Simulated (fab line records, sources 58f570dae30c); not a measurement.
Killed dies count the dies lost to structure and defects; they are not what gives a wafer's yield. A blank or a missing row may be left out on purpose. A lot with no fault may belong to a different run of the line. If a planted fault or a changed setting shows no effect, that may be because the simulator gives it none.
Split-lot trial :: flow berkeley_cmos170 :: 23 wafers read across 5 lots, on a route 331 steps long

ABOUT THE SPLIT
At UCB170_M3_METAL_ETCH_18 (etches Al in Cl2/BCl3, stops on SiO2, target depth 1170 nm, time 195 s), the setting icp_w was moved away from the recipe's 600 W on 11 of the 23 wafers read, by -8.0% to +9.0%. For the rest of the wafers, this setting stayed at what the recipe calls for.

There is no step in the file separating the split from the reading.

THE READING
oes_product_au, in a.u., at UCB170_M3_STRIP_19 (strips in O2). Fault-free wafers of this fab line usually give 0.542 a.u., standard deviation 0.0094 a.u.

wafer: L075.1
tool, chamber at the split: rie_metal-04, 0
icp_w as run, W: 551.7
against the recipe: -8.0%
oes_product_au, a.u.: 0.578
against lot-mates on the recipe: +0.049

wafer: L075.2
tool, chamber at the split: rie_metal-04, 0
icp_w as run, W: 551.7
against the recipe: -8.0%
oes_product_au, a.u.: 0.573
against lot-mates on the recipe: +0.044

wafer: L075.4
tool, chamber at the split: rie_metal-04, 0
icp_w as run, W: 600
against the recipe: recipe
oes_product_au, a.u.: 0.531
against lot-mates on the recipe: -

wafer: L075.5
tool, chamber at the split: rie_metal-04, 0
icp_w as run, W: 600
against the recipe: recipe
oes_product_au, a.u.: 0.526
against lot-mates on the recipe: -

wafer: L075.6
tool, chamber at the split: rie_metal-04, 0
icp_w as run, W: 551.7
against the recipe: -8.0%
oes_product_au, a.u.: 0.577
against lot-mates on the recipe: +0.048

wafer: L074.1
tool, chamber at the split: rie_metal-02, 0
icp_w as run, W: 647
against the recipe: +7.8%
oes_product_au, a.u.: 0.487
against lot-mates on the recipe: -0.057

wafer: L074.2
tool, chamber at the split: rie_metal-02, 1
icp_w as run, W: 647
against the recipe: +7.8%
oes_product_au, a.u.: 0.496
against lot-mates on the recipe: -0.048

wafer: L074.4
tool, chamber at the split: rie_metal-02, 0
icp_w as run, W: 600
against the recipe: recipe
oes_product_au, a.u.: 0.544
against lot-mates on the recipe: -

wafer: L074.5
tool, chamber at the split: rie_metal-02, 0
icp_w as run, W: 647
against the recipe: +7.8%
oes_product_au, a.u.: 0.485
against lot-mates on the recipe: -0.059

wafer: L074.6
tool, chamber at the split: rie_metal-02, 1
icp_w as run, W: 600
against the recipe: recipe
oes_product_au, a.u.: 0.544
against lot-mates on the recipe: -

wafer: L077.1
tool, chamber at the split: rie_metal-03, 0
icp_w as run, W: 654.2
against the recipe: +9.0%
oes_product_au, a.u.: 0.498
against lot-mates on the recipe: -0.046

wafer: L077.2
tool, chamber at the split: rie_metal-03, 1
icp_w as run, W: 654.2
against the recipe: +9.0%
oes_product_au, a.u.: 0.491
against lot-mates on the recipe: -0.053

wafer: L077.3
tool, chamber at the split: rie_metal-03, 0
icp_w as run, W: 654.2
against the recipe: +9.0%
oes_product_au, a.u.: 0.503
against lot-mates on the recipe: -0.041

wafer: L077.4
tool, chamber at the split: rie_metal-03, 1
icp_w as run, W: 600
against the recipe: recipe
oes_product_au, a.u.: 0.533
against lot-mates on the recipe: -

wafer: L077.5
tool, chamber at the split: rie_metal-03, 0
icp_w as run, W: 600
against the recipe: recipe
oes_product_au, a.u.: 0.556
against lot-mates on the recipe: -

wafer: L079.2
tool, chamber at the split: rie_metal-02, 1
icp_w as run, W: 633.5
against the recipe: +5.6%
oes_product_au, a.u.: 0.506
against lot-mates on the recipe: -0.041

wafer: L079.3
tool, chamber at the split: rie_metal-02, 1
icp_w as run, W: 600
against the recipe: recipe
oes_product_au, a.u.: 0.545
against lot-mates on the recipe: -

wafer: L079.4
tool, chamber at the split: rie_metal-02, 1
icp_w as run, W: 633.5
against the recipe: +5.6%
oes_product_au, a.u.: 0.515
against lot-mates on the recipe: -0.032

wafer: L079.5
tool, chamber at the split: rie_metal-02, 1
icp_w as run, W: 600
against the recipe: recipe
oes_product_au, a.u.: 0.543
against lot-mates on the recipe: -

wafer: L079.6
tool, chamber at the split: rie_metal-02, 1
icp_w as run, W: 600
against the recipe: recipe
oes_product_au, a.u.: 0.554
against lot-mates on the recipe: -

wafer: L078.1
tool, chamber at the split: rie_metal-04, 0
icp_w as run, W: 600
against the recipe: recipe
oes_product_au, a.u.: 0.545
against lot-mates on the recipe: -

wafer: L078.3
tool, chamber at the split: rie_metal-04, 0
icp_w as run, W: 600
against the recipe: recipe
oes_product_au, a.u.: 0.539
against lot-mates on the recipe: -

wafer: L078.6
tool, chamber at the split: rie_metal-04, 0
icp_w as run, W: 600
against the recipe: recipe
oes_product_au, a.u.: 0.547
against lot-mates on the recipe: -

THE FIT
A straight line over all 23 wafers: oes_product_au changes by -0.00515 a.u. for each +1% of icp_w; r = -0.96; the points scatter about the line by 0.0086 a.u.
The same after taking each lot's own level away (the mean of its wafers on the recipe; 23 wafers): -0.00598 a.u. for each +1%; r = -0.98; scatter 0.0066 a.u.
That fit puts the effect of the largest move of icp_w on the reading at 0.054 a.u.
From 0.5285 to 0.5473 a.u.: that is the span of the lots' own levels, equal to 2.0 times the standard deviation above.
So the lot-to-lot level changes the slope: the two fits differ.
Check: with one of the wafers moved furthest among these (+9.0%) left out of the fit, the line predicts -0.0558 a.u. for it against its lot-mates. Against them it came out at -0.0465 a.u.

OTHER SPLITS APPLIED TO THESE WAFERS
Before the reading, these wafers also passed through other splits. Each is held against what the fit with the lots' levels taken away leaves over:
other split on the same wafers: UCB170_V2_PEB_10 peb_temp_c
wafers away from the commonest value: 5
r with oes_product_au (lot level and that fit taken away): -0.45

other split on the same wafers: UCB170_M3_COAT_05 spin_rpm
wafers away from the commonest value: 8
r with oes_product_au (lot level and that fit taken away): -0.32

THE WHOLE CHAIN: every reading that the file lists as answering this split, in the file's order
step: UCB170_M3_METAL_ETCH_18
what it does: etches Al in Cl2/BCl3, stops on SiO2, target depth 1170 nm, time 195 s
reading: KrF_of_M3_COAT_10.thk_nm (the simulator's own value, which no gauge read)
change (the file's fit): -5.97 nm for each +1% of the setting
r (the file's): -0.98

step: UCB170_M3_METAL_ETCH_18
what it does: etches Al in Cl2/BCl3, stops on SiO2, target depth 1170 nm, time 195 s
reading: SiO2_of_V2_CVD_00.thk_nm (the simulator's own value, which no gauge read)
change (the file's fit): -0.592 nm for each +1% of the setting
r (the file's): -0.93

step: UCB170_M3_STRIP_19
what it does: strips in O2
reading: oes_product_au
change (the file's fit): -0.00604 a.u. for each +1% of the setting
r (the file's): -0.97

THE FILE'S OWN FIT
oes_product_au changes by -0.00604 a.u. for each +1% of icp_w, r = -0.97.
